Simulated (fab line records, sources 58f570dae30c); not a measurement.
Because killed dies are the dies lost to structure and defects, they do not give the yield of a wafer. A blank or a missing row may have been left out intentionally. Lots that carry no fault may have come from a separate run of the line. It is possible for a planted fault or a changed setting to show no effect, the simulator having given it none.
Which tool was responsible? || flow berkeley_cmos170 || 7 lots (21 wafers sampled), 1 step of a 331-step route

== WHAT THE GAUGES SHOWED, per wafer ==
UCB170_ACTIVE_CD_MEAS_13 targets a cd of 1200 nm.
{"lot": "L752", "measured": "day 5 01:46", "on": "cd_sem-02", "cd_nm (nm)": "1198.8 1196.9 1197.1"}
{"lot": "L757", "measured": "day 5 19:39", "on": "cd_sem-02", "cd_nm (nm)": "1201.1 1202.0 1201.0"}
{"lot": "L758", "measured": "day 6 06:31", "on": "cd_sem-01", "cd_nm (nm)": "1202.4 1201.4 1202.1"}
{"lot": "L761", "measured": "day 6 15:26", "on": "cd_sem-01", "cd_nm (nm)": "1200.7 1200.9 1199.9"}
{"lot": "L763", "measured": "day 7 09:08", "on": "cd_sem-01", "cd_nm (nm)": "1198.8 1198.7 1199.1"}
{"lot": "L772", "measured": "day 9 21:23", "on": "cd_sem-01", "cd_nm (nm)": "1201.1 1199.5 1198.6"}
{"lot": "L773", "measured": "day 9 21:44", "on": "cd_sem-01", "cd_nm (nm)": "1201.5 1200.9 1202.3"}

== TOOL THAT RAN EACH LOT (tool first, then ch and the chambers of the sampled wafers, then the start) ==
No process step before these readings appears in the record.

== THE ANSWER, worked out from the rows above alone ==
Rule: the usual values come from the lots themselves. The widest of any qualifying gaps counts: lots, ordered by their means at a reading, are off when they make up no more than a third of the lots, leave a main group of 4 or more, and stand apart from it by 3 or more times the standard deviation of that group's means. A main group is skipped when, at the precision printed for the reading in the tables above, its means are all equal. Also off: a lot with no number at a reading for which 4 or more lots have one. Any other lot the step has rows for is counted as sound.
None of the lots is off at any reading shown; this tells nothing.

== WHAT THE SIMULATOR HAD PUT IN ==
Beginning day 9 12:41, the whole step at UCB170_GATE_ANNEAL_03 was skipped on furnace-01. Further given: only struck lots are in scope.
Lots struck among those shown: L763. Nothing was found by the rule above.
